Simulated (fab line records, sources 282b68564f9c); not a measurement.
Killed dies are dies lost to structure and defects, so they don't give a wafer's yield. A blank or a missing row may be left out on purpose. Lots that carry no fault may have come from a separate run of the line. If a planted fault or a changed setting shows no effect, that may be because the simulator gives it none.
A lot that was struck, set against a sound lot | flow rit cmos | 18 out of 202 route steps
Sound: the wafers L133.2, L133.4, L133.5. Wafers L137.4, L137.5, L137.6 were the ones struck. Last of all comes the cause.
At each step with rows: each side's tool, then ch and its chambers, then its first start. Under that, the readings that differ: sound wafers | struck wafers | difference of the means | sigmas: that difference in standard deviations of wafers without a fault.
alike: a reading whose means differ by less than 2 such deviations, as well as words and numbers matching on both sides. not compared: withheld readings; readings where some wafer has no value; bounds like >300 that might hide an equal value; numbers whose values overlap and for which the record gives no deviation.
A row with sigmas, a row that says differs or no value, or rows on one side alone: a step with any of these is where the two part. Non-overlapping numbers with no deviation appear without sigmas and do not part them. A reading that every wafer of one side lacks parts them only if that side has two wafers or more.

first, 1 step without rows for these wafers: RIT_PWELL_DEVELOP_05 (develop time 68 s).
RIT_PWELL_OVL_MEAS_06:
  struck on overlay-01, day 3 22:40; sound on overlay-01, day 3 01:46
  alike: PWELL_OVL
then, 2 steps without rows for these wafers: RIT_PWELL_HARDBAKE_07 (time 120 s); RIT_PWELL_IMPLANT_08.
RIT_PWELL_STRIP_09: strips in O2, time 180 s.
  sound on plasma asher-04 ch 0,1, day 3 02:11; struck on plasma asher-04 ch 0,1, day 3 23:08
  alike: chamber pressure mTorr, drypump motor current A
  not compared: rf hours counter h
RIT_PWELL_TW_MEAS_10:
  struck on film metro-02, day 3 23:17; sound on film metro-04, day 3 02:22
  reading  | sound       | struck      | difference | sigmas
  PWELL_TW | 939 943 941 | 967 964 967 | +25        | +3
then, 1 step without rows for these wafers: RIT_WELLDRIVE_ANNEAL_00 (time 14700 s).
RIT_WELLDRIVE_RS_MEAS_01: measurement is done with a four-point probe.
  struck on film metro-04, day 4 05:29; sound on film metro-02, day 3 08:01
  alike: NWELL_RS
RIT_WELLDRIVE_RS_MEAS_02: measurement is done with a four-point probe.
  struck on film metro-04, day 4 05:37; sound on film metro-02, day 3 08:08
  alike: PWELL_RS
then, 3 steps without rows for these wafers: RIT_NRETRO_HMDS_00 (prime time 60 s); RIT_NRETRO_COAT_01 (resist thk 1300 nm); RIT_NRETRO_SOFTBAKE_02 (time 60 s).
RIT_NRETRO_EXPOSE_03: exposes mask M4, target cd 43900 nm.
  sound on iline stepper-02 ch 0, day 3 08:50; struck on iline stepper-01 ch 0, day 4 06:18
  reading                        | sound                | struck         | difference | sigmas
  model.NRETRO.overlay x nm (nm) | -1.075 -1.075 -1.075 | 6119 6119 6119 | +6120      |
  alike: mask
then, 2 steps without rows for these wafers: RIT_NRETRO_PEB_04; RIT_NRETRO_DEVELOP_05 (develop time 68 s).
RIT_NRETRO_OVL_MEAS_06:
  struck on overlay-02, day 4 06:41; sound on overlay-01, day 3 09:15
  reading         | sound         | struck | difference                    | sigmas
  NRETRO_OVL (nm) | -0.9 0.5 -2.0 | - - -  | no value on the struck wafers |
then, 1 step without rows for these wafers: RIT_NRETRO_HARDBAKE_07 (time 120 s).
RIT_M1_PROBE_99:
  struck on prober-02, day 5 11:35; sound on prober-02, day 4 14:38
  reading                             | sound             | struck            | difference | sigmas
  killed at front end                 | 9 6 10            | 264 264 263       | +255       | +91
  killed dies                         | 9 6 10            | 264 264 264       | +256       | +91
  killed on rim                       | 3 2 3             | 70 70 70          | +67        | +52
  model.etest.pmos_0p3.r on ohm um    | 6279 6134 6107    | 5186 5211 5288    | -945       |
  model.etest.pmos turned.r on ohm um | 3301 3170 3157    | 2813 2830 2888    | -366       |
  model.etest.pmos_0p15.r on ohm um   | 2694 2570 2572    | 2342 2381 2390    | -241       |
  model.etest.nmos_0p3.r on ohm um    | 2168 2115 2100    | 1902 1901 1909    | -224       |
  model.etest.nmos turned.drive ua um | 341.4 355.4 358.9 | 431.2 435 431.9   | +80.8      |
  model.etest.nmos_0p15.drive ua um   | 480.9 501.6 498.3 | 563.2 563.2 556.6 | +67.4      |
  model.etest.pmos_0p15.drive ua um   | 267.1 277.3 277.5 | 337.9 338.4 331.2 | +61.9      |
  alike: killed at contacts, killed open, killed short
  not compared: model.etest.nmos_0p15.r on ohm um

## WHERE THEY PART
Last at RIT_M1_PROBE_99 as far as this record goes, first at RIT_PWELL_TW_MEAS_10.

WHY: what had been put in by the simulator
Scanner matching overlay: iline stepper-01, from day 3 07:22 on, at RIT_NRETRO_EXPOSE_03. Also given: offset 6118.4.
